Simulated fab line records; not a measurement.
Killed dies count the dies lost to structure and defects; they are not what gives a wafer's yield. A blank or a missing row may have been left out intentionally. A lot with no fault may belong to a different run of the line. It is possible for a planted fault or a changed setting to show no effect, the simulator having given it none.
The same fault as seen by 2 desks ; flow berkeley_cmos170 ; what lay behind the numbers comes last; until then each desk has only its own

== THE METROLOGY DESK ==
What the gauges read, lot by lot, whatever tool the lot ran on: means of the sampled wafers that have a number. The brackets show how far a lot's mean lies from the usual mean; more than 4 standard deviations puts the lot out of limits, marked OUT.
Columns: A = CONTACT_PSG_THK at UCB170_CONTACT_THK_MEAS_02, usual 703 nm
lot;first seen here;A
L457;day 7 04:34;702
L459;day 7 04:34;702
L456;day 7 04:47;696
L460;day 7 18:50;701
L462;day 8 04:55;702
L461;day 8 05:35;700
L463;day 8 09:24;691
L464;day 8 09:25;700
L466;day 8 21:28;709
L465;day 8 22:53;652 (-7.6) OUT
L467;day 9 14:23;657 (-6.8) OUT
L471;day 10 01:40;700
L478;day 11 12:49;699
L479;day 11 17:29;701
This desk reports L465, L467 out of limits; the earliest was L465 at day 8 22:53 (CONTACT_PSG_THK at UCB170_CONTACT_THK_MEAS_02). L457, L459, L456, L460, L462, L461, L463, L464, L466, L471, L478, L479: within limits.

== AT THE TOOL OWNER'S DESK: lpcvd-02 ==
The tool's own readings at UCB170_CONTACT_CVD_01 (deposits PSG from SiH4/O2/PH3, target thk 700 nm, time 2820 s): means of the sampled wafers that have a number, for each lot that ran on this tool. The brackets show how far a lot's mean lies from the usual mean; more than 4 standard deviations puts the lot out of limits, marked OUT.
Columns: A = pressure_mtorr at UCB170_CONTACT_CVD_01, usual 299.9 mTorr; B = sih4_flow_sccm at UCB170_CONTACT_CVD_01, usual 60.00 sccm; C = zone_power_centre_pct at UCB170_CONTACT_CVD_01, usual 22.4 %
lot;first seen here;A;B;C
L457;day 7 02:46;299.4;60.04;23.3
L459;day 7 02:46;300.0;59.84;23.5
L462;day 8 03:07;299.4;59.97;23.3
L463;day 8 07:37;299.7;60.04;21.0
L464;day 8 07:37;299.6;60.28;21.1
L465;day 8 21:07;299.8;47.94 (-63) OUT;23.3
L467;day 9 12:37;299.9;48.08 (-63) OUT;23.5
This desk's verdict: out of limits on L465, L467, starting with L465 at day 8 21:07 (sih4_flow_sccm at UCB170_CONTACT_CVD_01). L457, L459, L462, L463, L464: within limits.

== TAKEN TOGETHER ==
The tool owner's desk had the chance to raise an alarm at day 8 21:07 on L465, L467.
At day 8 22:53 the metrology desk could have sounded an alarm, on L465, L467.
All the named lots went through UCB170_CONTACT_CVD_01 on lpcvd-02.

== WHAT HAD BEEN PUT IN BY THE SIMULATOR ==
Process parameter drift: lpcvd-02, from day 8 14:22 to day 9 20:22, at UCB170_CONTACT_CVD_01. Setting sih4_flow_sccm, moved by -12, from 60. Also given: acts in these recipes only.
Struck lots among those shown: L465, L467.
Time in hours from fault onset to the first out-of-limits reading at each desk: tool owner's desk 7, metrology desk 9.
